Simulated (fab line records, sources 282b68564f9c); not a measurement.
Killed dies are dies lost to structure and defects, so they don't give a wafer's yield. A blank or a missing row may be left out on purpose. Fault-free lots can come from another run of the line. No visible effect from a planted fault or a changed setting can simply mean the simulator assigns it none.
fab line records	flow rit-cmos
[record] lots = 5	wafers = 23
route steps=202 shown PLDD@115 SILICIDE@162 CONTACT@171 M1@184
start-h: hours from the record's opening day to when the first of the lot's shown wafers began	wait-h: hours elapsed since this lot's preceding step	" as in the row above	L1.1+2: a single row standing in for several wafers	- either no value or no given start	* or withheld: withheld	< > ~ a bound
route shown NAME@n: a module of which the file shows steps, and the number in the route of the first	usual: mean/standard deviation of fault-free wafers	same: alike in all rows	chamber/n: place in a boat	sites: readings site by site	_std_site: standard deviation of those values	_edge_site: mean of outer sites minus mean of inner sites	radius-mm: for every site, how far away it sits from the centre of the wafer	mask NAME#n: copy n	behind: tool/chamber where the wafer was last shaped	hold: cause of the lot's hold/its duration in hours/its outcome	device: whichever transistor did not switch (one of n, p or np)	end of line: the tests these same wafers got at the end of their route	a step without rows: its recipe alone	killed: the dies lost at the first sort to structure and to defects; this is not the yield of the wafer	map: shows each die of a wafer: x if killed, . if not, _ if none is there
set.NAME: the setting as run; set.NAME@STEP: as run at that earlier step	model.NAME: the simulator's own value behind a step, which no gauge read
one table per step and one row per wafer, for lots whose settings were changed on purpose
[[steps]]
[step RIT_PLDD_COAT_01]
[recipe] resist = NOVOLAK	spin-rpm = 3250	resist-thk-nm = 1000
lot.wafer	tool	chamber	start-h	wait-h	set.spin-rpm	model.NOVOLAK_of_PLDD_COAT_01.thk-nm
L075.1	litho-track-03	0	48.41	0.1	3250	997.9
L075.3	"	0	"	"	3250	996.7
L075.6	"	0	"	"	3250	998.3
L077.1	litho-track-02	0	56.86	0.1	3093	1025
L077.2	"	0	"	"	3093	1026
L077.3	"	0	"	"	3250	1000
L077.4	"	0	"	"	3250	1003
L077.6	"	0	"	"	3093	1024
L081.1	litho-track-03	0	78.38	0.1	3250	1003
L081.2	"	0	"	"	3120	1024
L081.4	"	0	"	"	3120	1023
L081.5	"	0	"	"	3120	1022
L081.6	"	0	"	"	3250	1002
L082.1	litho-track-03	0	83.97	0.1	3396	980
L082.2	"	0	"	"	3250	1001
L082.3	"	0	"	"	3396	980.7
L082.4	"	0	"	"	3396	981.2
L082.6	"	0	"	"	3250	1003
L085.1	litho-track-02	0	100.12	0.1	3349	987.3
L085.3+6	"	0	"	"	3250	1002
L085.4	"	0	"	"	3349	987.1
L085.5	"	0	"	"	3349	986.8
[step RIT_PLDD_SOFTBAKE_02]
[recipe] resist = NOVOLAK	temp-c = 90	time-s = 60
[step RIT_PLDD_EXPOSE_03]
[recipe] mask-id = M8	na = 0.57	target-cd-nm = 40900	dose-mj = 250
[step RIT_PLDD_DEVELOP_05]
[recipe] resist = NOVOLAK	develop-time-s = 50	dev-temp-c = 23
[step RIT_PLDD_HARDBAKE_07]
[recipe] resist = NOVOLAK	temp-c = 140	time-s = 60
lot.wafer	tool	chamber	start-h	wait-h	set.spin-rpm@PLDD_COAT_01	model.NOVOLAK_of_PLDD_COAT_01.thk-nm
L075.1	litho-track-02	0	49.40	0.0	3250	882
L075.3	"	0	"	"	3250	880.8
L075.6	"	0	"	"	3250	882.3
L077.1	litho-track-02	0	57.72	0.0	3093	905.6
L077.2	"	0	"	"	3093	906.4
L077.3	"	0	"	"	3250	883.9
L077.4	"	0	"	"	3250	886.3
L077.6	"	0	"	"	3093	904.4
L081.1	litho-track-04	0	79.34	0.0	3250	886.5
L081.2	"	0	"	"	3120	904.5
L081.4	"	0	"	"	3120	903.7
L081.5	"	0	"	"	3120	902.7
L081.6	"	0	"	"	3250	885.1
L082.1	litho-track-04	0	84.84	0.0	3396	866.3
L082.2	"	0	"	"	3250	884.4
L082.3	"	0	"	"	3396	866.9
L082.4	"	0	"	"	3396	867.4
L082.6	"	0	"	"	3250	886.8
L085.1	litho-track-03	0	100.98	0.0	3349	872.7
L085.3	"	0	"	"	3250	885.7
L085.4	"	0	"	"	3349	872.4
L085.5	"	0	"	"	3349	872.3
L085.6	"	0	"	"	3250	885.8
[step RIT_SILICIDE_SPUTTER_01]
[recipe] material = Ti	target-thk-nm = 30	power-w = 350	chamber-pressure-pa = 0.667	gas = Ar	time-s = 240	substrate-temp-c = 25
lot.wafer	tool	chamber	start-h	wait-h	set.time-s	model.Ti_of_SILICIDE_SPUTTER_01.thk-nm
L075.1	pvd-sputter-02	-	56.33	0.0	240	29.75
L075.3	"	-	"	"	240	30.11
L075.6	"	-	"	"	240	29.92
L077.1	pvd-sputter-03	-	64.69	0.0	240	30.32
L077.2	"	-	"	"	217.2	27.34
L077.3	"	-	"	"	217.2	27.21
L077.4	"	-	"	"	217.2	27.62
L077.6	"	-	"	"	240	29.92
L081.1	pvd-sputter-03	-	86.26	0.0	252.9	31.28
L081.2	"	-	"	"	240	29.77
L081.4	"	-	"	"	252.9	31.33
L081.5	"	-	"	"	240	29.6
L081.6	"	-	"	"	240	29.73
L082.1	pvd-sputter-03	-	91.78	0.0	218.1	27.33
L082.2	"	-	"	"	240	29.87
L082.3	"	-	"	"	218.1	27.45
L082.4	"	-	"	"	240	30.13
L082.6	"	-	"	"	240	29.94
L085.1	pvd-sputter-03	-	108.06	0.0	240	29.54
L085.3	"	-	"	"	240	29.89
L085.4	"	-	"	"	240	29.51
L085.5	"	-	"	"	256.2	31.44
L085.6	"	-	"	"	256.2	31.94
[step RIT_SILICIDE_RS_MEAS_02]
[recipe] thk-meas-gauge = four-point-probe	reads = Ti_of_SILICIDE_SPUTTER_01
[usual] SILICIDE_TI_RS = 47.9/0.43
lot.wafer	tool	chamber	start-h	wait-h	set.time-s@SILICIDE_SPUTTER_01	SILICIDE_TI_RS[ohm/sq]
L075.1	film-metro-03	-	56.48	0.1	240	48.3
L075.3	"	-	"	"	240	47.6
L075.6	"	-	"	"	240	47.9
L077.1	film-metro-01	-	64.84	0.1	240	47.3
L077.2	"	-	"	"	217.2	53.9
L077.3	"	-	"	"	217.2	54.2
L077.4	"	-	"	"	217.2	53.2
L077.6	"	-	"	"	240	48.1
L081.1	film-metro-03	-	86.41	0.1	252.9	45.3
L081.2	"	-	"	"	240	48.3
L081.4	"	-	"	"	252.9	45.2
L081.5	"	-	"	"	240	48.7
L081.6	"	-	"	"	240	48.4
L082.1	film-metro-01	-	91.93	0.1	218.1	53.9
L082.2	"	-	"	"	240	48.1
L082.3	"	-	"	"	218.1	53.6
L082.4	"	-	"	"	240	47.6
L082.6	"	-	"	"	240	47.9
L085.1	film-metro-02	-	108.21	0.1	240	48.8
L085.3	"	-	"	"	240	48.0
L085.4	"	-	"	"	240	48.8
L085.5	"	-	"	"	256.2	45.1
L085.6	"	-	"	"	256.2	44.2
[step RIT_SILICIDE_THK_MEAS_03]
[recipe] thk-meas-gauge = xrf	reads = Ti_of_SILICIDE_SPUTTER_01
[usual] SILICIDE_TI_THK = 29.9/0.36
lot.wafer	tool	chamber	start-h	wait-h	set.time-s@SILICIDE_SPUTTER_01	SILICIDE_TI_THK[nm]
L075.1	film-metro-03	-	56.60	0.1	240	29.4
L075.3	"	-	"	"	240	29.8
L075.6	"	-	"	"	240	29.8
L077.1	film-metro-01	-	64.96	0.1	240	30.4
L077.2	"	-	"	"	217.2	27.3
L077.3	"	-	"	"	217.2	27.2
L077.4	"	-	"	"	217.2	27.8
L077.6	"	-	"	"	240	30.0
L081.1	film-metro-03	-	86.53	0.1	252.9	30.9
L081.2	"	-	"	"	240	29.3
L081.4	"	-	"	"	252.9	30.9
L081.5	"	-	"	"	240	29.3
L081.6	"	-	"	"	240	29.4
L082.1	film-metro-01	-	92.05	0.1	218.1	27.4
L082.2	"	-	"	"	240	29.9
L082.3	"	-	"	"	218.1	27.5
L082.4	"	-	"	"	240	30.2
L082.6	"	-	"	"	240	30.0
L085.1	film-metro-02	-	108.33	0.1	240	29.5
L085.3	"	-	"	"	240	29.8
L085.4	"	-	"	"	240	29.5
L085.5	"	-	"	"	256.2	31.3
L085.6	"	-	"	"	256.2	31.9
[step RIT_CONTACT_COAT_03]
[recipe] resist = NOVOLAK	spin-rpm = 3250	resist-thk-nm = 1000
lot.wafer	tool	chamber	start-h	wait-h	set.spin-rpm	model.NOVOLAK_of_CONTACT_COAT_03.thk-nm
L075.1+6	litho-track-01	0	57.14	0.1	3250	1001
L075.3	"	0	"	"	3250	1002
L077.1+2	litho-track-01	0	65.52	0.1	3250	1003
L077.3	"	0	"	"	3250	1001
L077.4	"	0	"	"	3250	1004
L077.6	"	0	"	"	3250	1002
L081.1+2	litho-track-03	0	87.02	0.1	3250	1002
L081.4	"	0	"	"	3079	1027
L081.5	"	0	"	"	3250	1005
L081.6	"	0	"	"	3079	1030
L082.1	litho-track-01	0	92.55	0.1	3173	1007
L082.2+3	"	0	"	"	3173	1008
L082.4	"	0	"	"	3250	995.7
L082.6	"	0	"	"	3250	995
L085.1	litho-track-04	0	108.83	0.1	3070	1024
L085.3	"	0	"	"	3250	999.8
L085.4	"	0	"	"	3070	1027
L085.5	"	0	"	"	3250	999.3
L085.6	"	0	"	"	3070	1025
[step RIT_CONTACT_DEVELOP_07]
[recipe] resist = NOVOLAK	develop-time-s = 120	dev-temp-c = 23
lot.wafer	tool	chamber	start-h	wait-h	set.develop-time-s
L075.1+3+6	litho-track-04	0	-	-	120
L077.1+2+4	litho-track-03	0	-	-	130.6
L077.3+6	"	0	"	"	120
L081.1+6	litho-track-04	0	-	-	120
L081.2+4+5	"	0	"	"	136.3
L082.1+4	litho-track-01	0	-	-	120
L082.2+3+6	"	0	"	"	125.2
L085.1+3	litho-track-03	0	-	-	120
L085.4+5+6	"	0	"	"	136.7
[step RIT_CONTACT_CD_MEAS_08]
[recipe] target-cd-nm = 1000
[usual] cd-nm = 999.3/2.2
lot.wafer	tool	chamber	start-h	wait-h	set.develop-time-s@CONTACT_DEVELOP_07	cd-nm
L075.1	cd-sem-01	-	58.08	-	120	999.6
L075.3	"	-	"	"	120	1001.0
L075.6	"	-	"	"	120	1000.7
L077.1	cd-sem-01	-	66.47	-	130.6	1003.6
L077.2	"	-	"	"	130.6	1002.6
L077.3	"	-	"	"	120	995.7
L077.4	"	-	"	"	130.6	1002.9
L077.6	"	-	"	"	120	996.5
L081.1	cd-sem-01	-	87.84	-	120	999.0
L081.2	"	-	"	"	136.3	1009.0
L081.4	"	-	"	"	136.3	1006.5
L081.5	"	-	"	"	136.3	1010.0
L081.6	"	-	"	"	120	995.9
L082.1	cd-sem-01	-	93.59	-	120	998.0
L082.2	"	-	"	"	125.2	1001.9
L082.3	"	-	"	"	125.2	998.9
L082.4	"	-	"	"	120	997.7
L082.6	"	-	"	"	125.2	1000.5
L085.1	cd-sem-02	-	109.77	-	120	995.9
L085.3	"	-	"	"	120	998.4
L085.4	"	-	"	"	136.7	1008.6
L085.5	"	-	"	"	136.7	1010.8
L085.6	"	-	"	"	136.7	1010.5
[step RIT_CONTACT_HARDBAKE_10]
[recipe] resist = NOVOLAK	temp-c = 140	time-s = 60
lot.wafer	tool	chamber	start-h	wait-h	set.spin-rpm@CONTACT_COAT_03	model.NOVOLAK_of_CONTACT_COAT_03.thk-nm
L075.1	litho-track-03	0	58.24	0.0	3250	884.5
L075.3	"	0	"	"	3250	885.4
L075.6	"	0	"	"	3250	884
L077.1	litho-track-04	0	66.63	0.0	3250	885.7
L077.2	"	0	"	"	3250	886
L077.3	"	0	"	"	3250	883.8
L077.4	"	0	"	"	3250	886.8
L077.6	"	0	"	"	3250	884.7
L081.1	litho-track-04	0	88.00	0.0	3250	885.4
L081.2	"	0	"	"	3250	885.2
L081.4	"	0	"	"	3079	906.4
L081.5	"	0	"	"	3250	887.5
L081.6	"	0	"	"	3079	910
L082.1	litho-track-04	0	93.75	0.0	3173	889.6
L082.2	"	0	"	"	3173	890.4
L082.3	"	0	"	"	3173	889.8
L082.4	"	0	"	"	3250	879.6
L082.6	"	0	"	"	3250	878.9
L085.1	litho-track-04	0	109.93	0.0	3070	904.1
L085.3	"	0	"	"	3250	883.2
L085.4	"	0	"	"	3070	907
L085.5	"	0	"	"	3250	882.5
L085.6	"	0	"	"	3070	905.1
[step RIT_CONTACT_ETCH_11]
[recipe] target-depth-a = 4800	over-etch-frac = 0.2	stop-on = TiSi2	chemistry = CHF3/CF4/Ar	target = SiO2	CHF3_flow_sccm = 50	cf4-flow-sccm = 10	Ar_flow_sccm = 100	O2_flow_sccm = 5	pressure-mtorr = 100	rf-w = 200	time-s = 320
lot.wafer	tool	chamber	start-h	wait-h	set.spin-rpm@CONTACT_COAT_03	set.develop-time-s@CONTACT_DEVELOP_07	model.NOVOLAK_of_CONTACT_COAT_03.thk-nm	model.CONTACT.cd-nm
L075.1	rie-diel-01	3	58.39	0.1	3250	120	766.9	999.6
L075.3	"	0	"	"	3250	120	771	1001
L075.6	"	1	"	"	3250	120	769.4	1001
L077.1	rie-diel-02	1	66.78	0.1	3250	130.6	773.1	1003
L077.2	"	2	"	"	3250	130.6	770	1003
L077.3	"	0	"	"	3250	120	771.2	995.9
L077.4	"	3	"	"	3250	130.6	767.4	1003
L077.6	"	0	"	"	3250	120	773	996.3
L081.1	rie-diel-04	3	88.15	0.1	3250	120	774.2	998.8
L081.2	"	2	"	"	3250	136.3	770.5	1009
L081.4	"	1	"	"	3079	136.3	793.7	1007
L081.5	"	3	"	"	3250	136.3	776.2	1009
L081.6	"	0	"	"	3079	120	799.2	995.5
L082.1	rie-diel-02	1	93.90	0.1	3173	120	777.1	997.9
L082.2	"	0	"	"	3173	125.2	777.6	1002
L082.3	"	2	"	"	3173	125.2	774.9	999.4
L082.4	"	0	"	"	3250	120	767.1	997.1
L082.6	"	1	"	"	3250	125.2	767.4	1000
L085.1	rie-diel-01	3	110.08	0.1	3070	120	786.3	995.2
L085.3	"	2	"	"	3250	120	773.2	997.8
L085.4	"	0	"	"	3070	136.7	791.7	1008
L085.5	"	1	"	"	3250	136.7	768.2	1011
L085.6	"	0	"	"	3070	136.7	789.6	1010
[step RIT_CONTACT_STRIP_12]
[recipe] chemistry = O2	time-s = 180	resist = NOVOLAK	platen-temp-c = withheld	power-w = 500	pressure-mtorr = 4000	o2-flow-sccm = 4000
[step RIT_CONTACT_CD_MEAS_90]
[recipe] target-cd-nm = 1000
[usual] cd-nm = 999.3/2.3
lot.wafer	tool	chamber	start-h	wait-h	set.develop-time-s@CONTACT_DEVELOP_07	cd-nm
L075.1	cd-sem-02	-	58.76	0.1	120	999.7
L075.3	"	-	"	"	120	1000.7
L075.6	"	-	"	"	120	1000.7
L077.1	cd-sem-02	-	67.15	0.1	130.6	1003.4
L077.2	"	-	"	"	130.6	1003.2
L077.3	"	-	"	"	120	995.9
L077.4	"	-	"	"	130.6	1002.7
L077.6	"	-	"	"	120	996.1
L081.1	cd-sem-02	-	88.51	0.1	120	999.0
L081.2	"	-	"	"	136.3	1008.7
L081.4	"	-	"	"	136.3	1006.8
L081.5	"	-	"	"	136.3	1009.5
L081.6	"	-	"	"	120	995.7
L082.1	cd-sem-01	-	94.27	0.1	120	997.7
L082.2	"	-	"	"	125.2	1001.7
L082.3	"	-	"	"	125.2	999.0
L082.4	"	-	"	"	120	997.1
L082.6	"	-	"	"	125.2	1000.3
L085.1	cd-sem-02	-	110.45	0.1	120	994.8
L085.3	"	-	"	"	120	997.9
L085.4	"	-	"	"	136.7	1008.4
L085.5	"	-	"	"	136.7	1010.9
L085.6	"	-	"	"	136.7	1009.9
[step RIT_M1_SPUTTER_00]
[recipe] material = Al	target-thk-nm = 400	power-w = 2000	chamber-pressure-pa = 0.4	gas = Ar	time-s = 500	substrate-temp-c = 25
lot.wafer	tool	chamber	start-h	wait-h	set.power-w	model.Al_of_M1_SPUTTER_00.thk-nm
L075.1	pvd-sputter-04	-	59.23	0.0	2000	400.9
L075.3	"	-	"	"	2000	397.7
L075.6	"	-	"	"	2000	398.9
L077.1	pvd-sputter-02	-	67.62	0.0	1813	360.2
L077.2	"	-	"	"	2000	394.6
L077.3	"	-	"	"	1813	358.4
L077.4	"	-	"	"	2000	399.9
L077.6	"	-	"	"	2000	394.5
L081.1	pvd-sputter-02	-	89.00	0.0	2000	393
L081.2	"	-	"	"	2000	392.1
L081.4	"	-	"	"	2094	412.7
L081.5	"	-	"	"	2094	410.6
L081.6	"	-	"	"	2000	392
L082.1	pvd-sputter-02	-	94.76	0.0	2000	393
L082.2	"	-	"	"	1928	376.9
L082.3	"	-	"	"	2000	387.3
L082.4	"	-	"	"	2000	393.3
L082.6	"	-	"	"	1928	379.9
L085.1	pvd-sputter-02	-	110.92	0.0	2000	399
L085.3	"	-	"	"	2000	399.7
L085.4	"	-	"	"	2000	399.8
L085.5	"	-	"	"	2000	399.9
L085.6	"	-	"	"	2000	400.7
[step RIT_M1_RS_MEAS_01]
[recipe] thk-meas-gauge = four-point-probe	reads = Al_of_M1_SPUTTER_00
[usual] M1_AL_RS = 0.0739/0.00075
lot.wafer	tool	chamber	start-h	wait-h	set.power-w@M1_SPUTTER_00	M1_AL_RS[ohm/sq]
L075.1	film-metro-04	-	59.52	0.1	2000	0.0734
L075.3	"	-	"	"	2000	0.0739
L075.6	"	-	"	"	2000	0.0738
L077.1	film-metro-01	-	67.91	0.1	1813	0.0818
L077.2	"	-	"	"	2000	0.0745
L077.3	"	-	"	"	1813	0.0821
L077.4	"	-	"	"	2000	0.0735
L077.6	"	-	"	"	2000	0.0744
L081.1	film-metro-01	-	89.29	0.1	2000	0.0748
L081.2	"	-	"	"	2000	0.0749
L081.4	"	-	"	"	2094	0.0711
L081.5	"	-	"	"	2094	0.0715
L081.6	"	-	"	"	2000	0.0751
L082.1	film-metro-01	-	95.05	0.1	2000	0.0748
L082.2	"	-	"	"	1928	0.0781
L082.3	"	-	"	"	2000	0.0759
L082.4	"	-	"	"	2000	0.0748
L082.6	"	-	"	"	1928	0.0774
L085.1	film-metro-04	-	111.21	0.1	2000	0.0736
L085.3	"	-	"	"	2000	0.0735
L085.4	"	-	"	"	2000	0.0734
L085.5	"	-	"	"	2000	0.0734
L085.6	"	-	"	"	2000	0.0733
[step RIT_M1_THK_MEAS_02]
[recipe] thk-meas-gauge = xrf	reads = Al_of_M1_SPUTTER_00
[usual] M1_AL_THK = 401/4
lot.wafer	tool	chamber	start-h	wait-h	set.power-w@M1_SPUTTER_00	M1_AL_THK[nm]
L075.1	film-metro-04	-	59.64	0.1	2000	403
L075.3	"	-	"	"	2000	401
L075.6	"	-	"	"	2000	401
L077.1	film-metro-01	-	68.03	0.1	1813	365
L077.2	"	-	"	"	2000	398
L077.3	"	-	"	"	1813	361
L077.4	"	-	"	"	2000	405
L077.6	"	-	"	"	2000	398
L081.1	film-metro-01	-	89.41	0.1	2000	398
L081.2	"	-	"	"	2000	397
L081.4	"	-	"	"	2094	419
L081.5	"	-	"	"	2094	414
L081.6	"	-	"	"	2000	397
L082.1	film-metro-01	-	95.17	0.1	2000	399
L082.2	"	-	"	"	1928	383
L082.3	"	-	"	"	2000	393
L082.4	"	-	"	"	2000	398
L082.6	"	-	"	"	1928	384
L085.1	film-metro-04	-	111.33	0.1	2000	400
L085.3	"	-	"	"	2000	401
L085.4	"	-	"	"	2000	402
L085.5	"	-	"	"	2000	400
L085.6	"	-	"	"	2000	402
[step RIT_M1_COAT_04]
[recipe] resist = NOVOLAK	spin-rpm = 2000	resist-thk-nm = 1300
lot.wafer	tool	chamber	start-h	wait-h	set.spin-rpm	model.NOVOLAK_of_M1_COAT_04.thk-nm
L075.1	litho-track-02	0	59.85	0.1	2000	1306
L075.3	"	0	"	"	2000	1304
L075.6	"	0	"	"	2000	1307
L077.1+3	litho-track-03	0	68.33	0.1	2000	-
L077.2	"	0	"	"	2000	1300
L077.4	"	0	"	"	2000	1303
L077.6	"	0	"	"	2000	1301
L081.1	litho-track-03	0	89.62	0.1	2054	1283
L081.2	"	0	"	"	2000	1298
L081.4	"	0	"	"	2000	1302
L081.5	"	0	"	"	2054	1284
L081.6	"	0	"	"	2000	1295
L082.1	litho-track-02	0	95.38	0.1	2000	1310
L082.2	"	0	"	"	2000	1309
L082.3	"	0	"	"	2000	1311
L082.4	"	0	"	"	2000	1308
L082.6	"	0	"	"	2000	1307
L085.1	litho-track-02	0	111.54	0.1	1852	1356
L085.3	"	0	"	"	2000	1304
L085.4	"	0	"	"	1852	1355
L085.5	"	0	"	"	1852	1351
L085.6	"	0	"	"	2000	1301
[step RIT_M1_SOFTBAKE_05]
[recipe] resist = NOVOLAK	temp-c = 90	time-s = 60
[step RIT_M1_EXPOSE_06]
[recipe] mask-id = M12	na = 0.6	source-shape = conventional	sigma-outer = 0.5	target-cd-nm = 2600	dose-mj = 250
[step RIT_M1_HARDBAKE_11]
[recipe] resist = NOVOLAK	temp-c = 140	time-s = 120
lot.wafer	tool	chamber	start-h	wait-h	set.spin-rpm@M1_COAT_04	model.NOVOLAK_of_M1_COAT_04.thk-nm
L075.1	litho-track-03	0	60.74	0.0	2000	1142
L075.3	"	0	"	"	2000	1141
L075.6	"	0	"	"	2000	1143
L077.1+3	litho-track-04	0	69.25	0.0	2000	-
L077.2	"	0	"	"	2000	1137
L077.4	"	0	"	"	2000	1140
L077.6	"	0	"	"	2000	1138
L081.1+5	litho-track-03	0	90.51	0.0	2054	1123
L081.2	"	0	"	"	2000	1135
L081.4	"	0	"	"	2000	1138
L081.6	"	0	"	"	2000	1132
L082.1	litho-track-02	0	96.27	0.0	2000	1145
L082.2+4	"	0	"	"	2000	1144
L082.3	"	0	"	"	2000	1146
L082.6	"	0	"	"	2000	1143
L085.1	litho-track-02	0	112.55	0.0	1852	1185
L085.3	"	0	"	"	2000	1141
L085.4	"	0	"	"	1852	1184
L085.5	"	0	"	"	1852	1181
L085.6	"	0	"	"	2000	1138
[[key]]
[split] step = RIT_PLDD_COAT_01	setting = spin-rpm	stated = 3250	by = wafer
[response] step = RIT_PLDD_COAT_01	reading = model.NOVOLAK_of_PLDD_COAT_01.thk-nm	change = -4.89	per = 1%	r = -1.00
[response] step = RIT_PLDD_HARDBAKE_07	reading = model.NOVOLAK_of_PLDD_COAT_01.thk-nm	change = -4.28	per = 1%	r = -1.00
[split] step = RIT_SILICIDE_SPUTTER_01	setting = time-s	stated = 240	by = wafer
[response] step = RIT_SILICIDE_SPUTTER_01	reading = model.Ti_of_SILICIDE_SPUTTER_01.thk-nm	change = +0.29	per = 1%	r = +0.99
[response] step = RIT_SILICIDE_RS_MEAS_02	reading = SILICIDE_TI_RS	change = -0.624	per = 1%	r = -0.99
[response] step = RIT_SILICIDE_THK_MEAS_03	reading = SILICIDE_TI_THK	change = +0.289	per = 1%	r = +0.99
[split] step = RIT_CONTACT_COAT_03	setting = spin-rpm	stated = 3250	by = wafer
[response] step = RIT_CONTACT_COAT_03	reading = model.NOVOLAK_of_CONTACT_COAT_03.thk-nm	change = -4.77	per = 1%	r = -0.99
[response] step = RIT_CONTACT_HARDBAKE_10	reading = model.NOVOLAK_of_CONTACT_COAT_03.thk-nm	change = -4.17	per = 1%	r = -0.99
[response] step = RIT_CONTACT_ETCH_11	reading = model.NOVOLAK_of_CONTACT_COAT_03.thk-nm	change = -3.82	per = 1%	r = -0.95
[split] step = RIT_CONTACT_DEVELOP_07	setting = develop-time-s	stated = 120	by = wafer
[response] step = RIT_CONTACT_CD_MEAS_08	reading = cd-nm	change = +0.842	per = 1%	r = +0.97
[response] step = RIT_CONTACT_ETCH_11	reading = model.CONTACT.cd-nm	change = +0.858	per = 1%	r = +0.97
[response] step = RIT_CONTACT_CD_MEAS_90	reading = cd-nm	change = +0.866	per = 1%	r = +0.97
[split] step = RIT_M1_SPUTTER_00	setting = power-w	stated = 2000	by = wafer
[response] step = RIT_M1_SPUTTER_00	reading = model.Al_of_M1_SPUTTER_00.thk-nm	change = +3.95	per = 1%	r = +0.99
[response] step = RIT_M1_RS_MEAS_01	reading = M1_AL_RS	change = -0.000812	per = 1%	r = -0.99
[response] step = RIT_M1_THK_MEAS_02	reading = M1_AL_THK	change = +3.99	per = 1%	r = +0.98
[split] step = RIT_M1_COAT_04	setting = spin-rpm	stated = 2000	by = wafer
[response] step = RIT_M1_COAT_04	reading = model.NOVOLAK_of_M1_COAT_04.thk-nm	change = -6.72	per = 1%	r = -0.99
[response] step = RIT_M1_HARDBAKE_11	reading = model.NOVOLAK_of_M1_COAT_04.thk-nm	change = -5.78	per = 1%	r = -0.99
